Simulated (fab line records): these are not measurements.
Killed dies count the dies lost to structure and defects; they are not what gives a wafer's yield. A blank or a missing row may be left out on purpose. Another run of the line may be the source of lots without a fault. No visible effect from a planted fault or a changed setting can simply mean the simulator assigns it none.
Which tool is to blame? / flow berkeleyCmos170 / Sampling: 13 lots, 39 wafers, 6 of 331 route steps

== WHAT THE GAUGES SHOWED, per wafer ==
UCB170_START_BOW_MEAS_00. Usual: INCOMING_BOW gives 1 um (standard deviation 6.2).
lot=L130; measured=day 1 10:01; on=filmMetro-03; INCOMING_BOW (um)=6 5 -13; flag=
lot=L131; measured=day 1 15:01; on=filmMetro-04; INCOMING_BOW (um)=2 2 -6; flag=
lot=L133; measured=day 2 01:00; on=filmMetro-04; INCOMING_BOW (um)=-9 0 -2; flag=
lot=L136; measured=day 2 16:00; on=filmMetro-01; INCOMING_BOW (um)=1 11 -3; flag=
lot=L137; measured=day 2 21:01; on=filmMetro-03; INCOMING_BOW (um)=-1 -1 5; flag=
lot=L139; measured=day 3 07:00; on=filmMetro-03; INCOMING_BOW (um)=4 -4 -11; flag=
lot=L140; measured=day 3 12:02; on=filmMetro-01; INCOMING_BOW (um)=-2 -9 -5; flag=
lot=L145; measured=day 4 13:01; on=filmMetro-04; INCOMING_BOW (um)=0 0 -1; flag=
lot=L146; measured=day 4 18:01; on=filmMetro-03; INCOMING_BOW (um)=10 4 7; flag=
lot=L150; measured=day 5 14:02; on=filmMetro-01; INCOMING_BOW (um)=10 6 8; flag=
lot=L151; measured=day 5 19:00; on=filmMetro-03; INCOMING_BOW (um)=-6 8 -6; flag=
lot=L152; measured=day 6 00:04; on=filmMetro-04; INCOMING_BOW (um)=-1 -1 6; flag=
lot=L153; measured=day 6 05:00; on=filmMetro-04; INCOMING_BOW (um)=3 -11 -9; flag=

UCB170_NWELL_THK_MEAS_02. Usual: NWELL_OXIDE_THK gives 26.3 nm (standard deviation 0.39).
lot=L130; measured=day 2 07:13; on=filmMetro-02; NWELL_OXIDE_THK (nm)=26.4 26.4 26.7; flag=
lot=L131; measured=day 2 07:13; on=filmMetro-04; NWELL_OXIDE_THK (nm)=26.9 26.7 26.9; flag=
lot=L133; measured=day 2 14:08; on=filmMetro-02; NWELL_OXIDE_THK (nm)=27.3 26.9 26.7; flag=
lot=L136; measured=day 3 07:31; on=filmMetro-02; NWELL_OXIDE_THK (nm)=26.2 26.5 26.6; flag=
lot=L137; measured=day 3 13:36; on=filmMetro-02; NWELL_OXIDE_THK (nm)=26.4 26.6 26.1; flag=
lot=L139; measured=day 4 02:08; on=filmMetro-04; NWELL_OXIDE_THK (nm)=26.1 26.6 26.3; flag=
lot=L140; measured=day 4 02:10; on=filmMetro-01; NWELL_OXIDE_THK (nm)=27.0 27.3 27.3; flag=
lot=L145; measured=day 5 10:50; on=filmMetro-02; NWELL_OXIDE_THK (nm)=25.7 26.3 26.0; flag=
lot=L146; measured=day 5 16:11; on=filmMetro-04; NWELL_OXIDE_THK (nm)=26.6 26.6 26.4; flag=
lot=L150; measured=day 6 12:30; on=filmMetro-02; NWELL_OXIDE_THK (nm)=26.1 25.8 25.8; flag=
lot=L151; measured=day 6 20:49; on=filmMetro-04; NWELL_OXIDE_THK (nm)=26.7 26.5 26.2; flag=
lot=L152; measured=day 6 20:50; on=filmMetro-02; NWELL_OXIDE_THK (nm)=25.9 26.4 26.2; flag=
lot=L153; measured=day 6 20:49; on=filmMetro-01; NWELL_OXIDE_THK (nm)=26.4 26.6 25.9; flag=

UCB170_PWELL_THK_MEAS_06. Usual: PWELL_NITRIDE_THK gives 220.5 nm (standard deviation 1.9).
lot=L130; measured=day 3 10:41; on=filmMetro-03; PWELL_NITRIDE_THK (nm)=216.1 217.5 218.1; flag=
lot=L131; measured=day 3 10:41; on=filmMetro-02; PWELL_NITRIDE_THK (nm)=223.7 223.0 223.4; flag=
lot=L133; measured=day 3 14:19; on=filmMetro-03; PWELL_NITRIDE_THK (nm)=220.1 219.1 217.9; flag=
lot=L136; measured=day 4 11:09; on=filmMetro-01; PWELL_NITRIDE_THK (nm)=219.3 219.6 220.3; flag=
lot=L137; measured=day 4 19:13; on=filmMetro-03; PWELL_NITRIDE_THK (nm)=221.4 221.4 222.3; flag=
lot=L139; measured=day 5 05:33; on=filmMetro-02; PWELL_NITRIDE_THK (nm)=220.3 219.1 221.2; flag=
lot=L140; measured=day 5 05:34; on=filmMetro-03; PWELL_NITRIDE_THK (nm)=216.5 216.2 217.7; flag=
lot=L145; measured=day 6 16:55; on=filmMetro-02; PWELL_NITRIDE_THK (nm)=221.5 222.1 219.8; flag=
lot=L146; measured=day 7 00:27; on=filmMetro-02; PWELL_NITRIDE_THK (nm)=179.5 181.8 181.4; flag=OFF
lot=L150; measured=day 7 21:41; on=filmMetro-01; PWELL_NITRIDE_THK (nm)=218.1 217.8 219.8; flag=
lot=L151; measured=day 8 03:40; on=filmMetro-02; PWELL_NITRIDE_THK (nm)=221.4 222.0 222.0; flag=
lot=L152; measured=day 8 03:42; on=filmMetro-03; PWELL_NITRIDE_THK (nm)=220.2 220.1 219.3; flag=
lot=L153; measured=day 8 03:40; on=filmMetro-01; PWELL_NITRIDE_THK (nm)=221.8 222.9 224.3; flag=

UCB170_M2_OVL_MEAS_16. Usual: M2_OVL gives -2 nm (standard deviation 5.2).
lot=L130; measured=day 9 06:24; on=overlay-01; M2_OVL (nm)=-2 -1 -1; flag=
lot=L131; measured=day 9 04:42; on=overlay-02; M2_OVL (nm)=5 3 0; flag=
lot=L133; measured=day 9 06:05; on=overlay-01; M2_OVL (nm)=-6 2 0; flag=
lot=L136; measured=day 10 06:10; on=overlay-01; M2_OVL (nm)=0 -5 -2; flag=
lot=L137; measured=day 10 18:08; on=overlay-01; M2_OVL (nm)=-5 -12 0; flag=
lot=L139; measured=day 11 04:14; on=overlay-01; M2_OVL (nm)=-2 0 -4; flag=
lot=L140; measured=day 11 03:43; on=overlay-02; M2_OVL (nm)=-5 -5 -5; flag=
lot=L145; measured=day 12 10:25; on=overlay-02; M2_OVL (nm)=5 1 -8; flag=
lot=L146; measured=day 12 16:36; on=overlay-02; M2_OVL (nm)=6 -4 -4; flag=
lot=L150; measured=day 13 16:50; on=overlay-01; M2_OVL (nm)=-7 -8 1; flag=
lot=L151; measured=day 13 13:47; on=overlay-02; M2_OVL (nm)=2 -3 -11; flag=
lot=L152; measured=day 14 05:12; on=overlay-01; M2_OVL (nm)=-5 -9 -3; flag=
lot=L153; measured=day 13 15:46; on=overlay-02; M2_OVL (nm)=-1 -7 -8; flag=

== EACH LOT AND THE TOOL THAT RAN IT (in order: tool; ch and the chambers of the sampled wafers; start) ==
lot=L130; UCB170_PWELL_CVD_05=lpcvd-01 ch 0, day 3 08:46; UCB170_PWELL_ETCH_14=rieDiel-03 ch 1,2,3, day 3 12:10
lot=L131; UCB170_PWELL_CVD_05=lpcvd-01 ch 0, day 3 08:46; UCB170_PWELL_ETCH_14=rieDiel-02 ch 0,2,3, day 3 11:53
lot=L133; UCB170_PWELL_CVD_05=lpcvd-02 ch 1, day 3 12:21; UCB170_PWELL_ETCH_14=rieDiel-03 ch 1,3, day 3 15:40
lot=L136; UCB170_PWELL_CVD_05=lpcvd-01 ch 0, day 4 09:14; UCB170_PWELL_ETCH_14=rieDiel-01 ch 0,2,3, day 4 12:13
lot=L137; UCB170_PWELL_CVD_05=lpcvd-01 ch 1, day 4 17:17; UCB170_PWELL_ETCH_14=rieDiel-01 ch 1,2,3, day 4 20:18
lot=L139; UCB170_PWELL_CVD_05=lpcvd-02 ch 1, day 5 03:38; UCB170_PWELL_ETCH_14=rieDiel-01 ch 0,2,3, day 5 06:44
lot=L140; UCB170_PWELL_CVD_05=lpcvd-02 ch 0, day 5 03:38; UCB170_PWELL_ETCH_14=rieDiel-03 ch 1,3, day 5 06:37
lot=L145; UCB170_PWELL_CVD_05=lpcvd-02 ch 1, day 6 14:59; UCB170_PWELL_ETCH_14=rieDiel-03 ch 1,2,3, day 6 17:50
lot=L146; UCB170_PWELL_CVD_05=lpcvd-02 ch 0, day 6 22:31; UCB170_PWELL_ETCH_14=rieDiel-03 ch 0,1,2, day 7 01:45
lot=L150; UCB170_PWELL_CVD_05=lpcvd-02 ch 1, day 7 19:45; UCB170_PWELL_ETCH_14=rieDiel-02 ch 0,2,3, day 7 22:50
lot=L151; UCB170_PWELL_CVD_05=lpcvd-02 ch 1, day 8 01:45; UCB170_PWELL_ETCH_14=rieDiel-02 ch 0,1, day 8 04:44
lot=L152; UCB170_PWELL_CVD_05=lpcvd-02 ch 1, day 8 01:45; UCB170_PWELL_ETCH_14=rieDiel-03 ch 1,2,3, day 8 04:58
lot=L153; UCB170_PWELL_CVD_05=lpcvd-02 ch 1, day 8 01:45; UCB170_PWELL_ETCH_14=rieDiel-01 ch 0,1,2, day 8 04:51
- UCB170_PWELL_CVD_05: deposits Si3N4 from SiH2Cl2/NH3, target thk 220 nm, time 3300 s.
- UCB170_PWELL_ETCH_14: etches Si3N4 in CH3F/Ar/O2, stops on SiO2, target depth 242 nm, time 151 s.

== WHAT THE TOOLS THEMSELVES READ (means of the sampled wafers that have a number; where no wafer has one, the mark that the record gives instead) ==
UCB170_PWELL_CVD_05. Usual: nh3FlowSccm 75.02 sccm, standard deviation 0.22; pressureMtorr 200.1 mTorr, standard deviation 0.39; zonePowerLoadPct 22.0 %, standard deviation 1.4; zonePowerSourcePct 19.8 %, standard deviation 1.3.
lot=L130; tool=lpcvd-01; nh3FlowSccm (sccm)=74.76; pressureMtorr (mTorr)=199.8; zonePowerLoadPct (%)=21.2; zonePowerSourcePct (%)=20.1; flag=
lot=L131; tool=lpcvd-01; nh3FlowSccm (sccm)=75.15; pressureMtorr (mTorr)=200.2; zonePowerLoadPct (%)=21.4; zonePowerSourcePct (%)=20.0; flag=
lot=L133; tool=lpcvd-02; nh3FlowSccm (sccm)=74.90; pressureMtorr (mTorr)=200.3; zonePowerLoadPct (%)=24.1; zonePowerSourcePct (%)=18.8; flag=
lot=L136; tool=lpcvd-01; nh3FlowSccm (sccm)=74.88; pressureMtorr (mTorr)=200.0; zonePowerLoadPct (%)=21.3; zonePowerSourcePct (%)=20.2; flag=
lot=L137; tool=lpcvd-01; nh3FlowSccm (sccm)=75.23; pressureMtorr (mTorr)=199.9; zonePowerLoadPct (%)=20.5; zonePowerSourcePct (%)=16.0; flag=
lot=L139; tool=lpcvd-02; nh3FlowSccm (sccm)=75.16; pressureMtorr (mTorr)=200.5; zonePowerLoadPct (%)=23.7; zonePowerSourcePct (%)=18.8; flag=
lot=L140; tool=lpcvd-02; nh3FlowSccm (sccm)=75.08; pressureMtorr (mTorr)=200.7; zonePowerLoadPct (%)=20.3; zonePowerSourcePct (%)=21.5; flag=
lot=L145; tool=lpcvd-02; nh3FlowSccm (sccm)=74.92; pressureMtorr (mTorr)=200.6; zonePowerLoadPct (%)=23.7; zonePowerSourcePct (%)=18.7; flag=
lot=L146; tool=lpcvd-02; nh3FlowSccm (sccm)=74.93; pressureMtorr (mTorr)=100.1; zonePowerLoadPct (%)=20.3; zonePowerSourcePct (%)=21.2; flag=OFF
lot=L150; tool=lpcvd-02; nh3FlowSccm (sccm)=75.00; pressureMtorr (mTorr)=199.8; zonePowerLoadPct (%)=23.7; zonePowerSourcePct (%)=18.9; flag=
lot=L151; tool=lpcvd-02; nh3FlowSccm (sccm)=75.21; pressureMtorr (mTorr)=199.6; zonePowerLoadPct (%)=23.7; zonePowerSourcePct (%)=18.8; flag=
lot=L152; tool=lpcvd-02; nh3FlowSccm (sccm)=75.23; pressureMtorr (mTorr)=199.5; zonePowerLoadPct (%)=23.8; zonePowerSourcePct (%)=18.8; flag=
lot=L153; tool=lpcvd-02; nh3FlowSccm (sccm)=74.93; pressureMtorr (mTorr)=200.1; zonePowerLoadPct (%)=23.7; zonePowerSourcePct (%)=18.9; flag=

UCB170_PWELL_ETCH_14. Usual: drypumpMotorCurrentA 5.9 A, standard deviation 0.47; oesProductAu 0.946 a.u., standard deviation 0.013; throttleValvePct 8.03 %, standard deviation 0.11.
lot=L130; tool=rieDiel-03; drypumpMotorCurrentA (A)=6.0; oesProductAu (a.u.)=0.952; throttleValvePct (%)=8.05; flag=
lot=L131; tool=rieDiel-02; drypumpMotorCurrentA (A)=6.2; oesProductAu (a.u.)=0.959; throttleValvePct (%)=8.10; flag=
lot=L133; tool=rieDiel-03; drypumpMotorCurrentA (A)=5.7; oesProductAu (a.u.)=0.959; throttleValvePct (%)=8.06; flag=
lot=L136; tool=rieDiel-01; drypumpMotorCurrentA (A)=6.0; oesProductAu (a.u.)=0.931; throttleValvePct (%)=7.93; flag=
lot=L137; tool=rieDiel-01; drypumpMotorCurrentA (A)=5.7; oesProductAu (a.u.)=0.942; throttleValvePct (%)=7.94; flag=
lot=L139; tool=rieDiel-01; drypumpMotorCurrentA (A)=6.0; oesProductAu (a.u.)=0.936; throttleValvePct (%)=7.94; flag=
lot=L140; tool=rieDiel-03; drypumpMotorCurrentA (A)=5.9; oesProductAu (a.u.)=0.938; throttleValvePct (%)=8.08; flag=
lot=L145; tool=rieDiel-03; drypumpMotorCurrentA (A)=6.0; oesProductAu (a.u.)=0.950; throttleValvePct (%)=8.06; flag=
lot=L146; tool=rieDiel-03; drypumpMotorCurrentA (A)=5.9; oesProductAu (a.u.)=0.844; throttleValvePct (%)=8.09; flag=OFF
lot=L150; tool=rieDiel-02; drypumpMotorCurrentA (A)=6.2; oesProductAu (a.u.)=0.943; throttleValvePct (%)=8.10; flag=
lot=L151; tool=rieDiel-02; drypumpMotorCurrentA (A)=6.4; oesProductAu (a.u.)=0.954; throttleValvePct (%)=7.98; flag=
lot=L152; tool=rieDiel-03; drypumpMotorCurrentA (A)=6.0; oesProductAu (a.u.)=0.943; throttleValvePct (%)=8.06; flag=
lot=L153; tool=rieDiel-01; drypumpMotorCurrentA (A)=5.8; oesProductAu (a.u.)=0.946; throttleValvePct (%)=7.86; flag=

== THE ANSWER, worked out from the rows above alone ==
Rule: lot off if the mean of its wafers having a number is beyond 3 standard deviations from the usual mean. Also off: a lot with no number at a reading for which 4 or more lots have one. Where the step has rows for the other lots, those lots are counted as sound. First the gauges in route order, then the tools' own readings, where a lot's mean is used as printed above. At the first step where some lot is off, the reading lying furthest off is the one used; lots without a number count as furthest.
Off: L146, seen at UCB170_PWELL_THK_MEAS_06 (PWELL_NITRIDE_THK).
A tool fits if, at a process step before that reading, it ran every lot that is off, and no sound lot after the first of them. Not tried: the gauges at UCB170_PWELL_THK_MEAS_06; whatever is off there is also off at UCB170_PWELL_CVD_05, on other tools, and gauge error can't account for it. None of those tried fits.

== WHAT THE SIMULATOR HAD PUT IN ==
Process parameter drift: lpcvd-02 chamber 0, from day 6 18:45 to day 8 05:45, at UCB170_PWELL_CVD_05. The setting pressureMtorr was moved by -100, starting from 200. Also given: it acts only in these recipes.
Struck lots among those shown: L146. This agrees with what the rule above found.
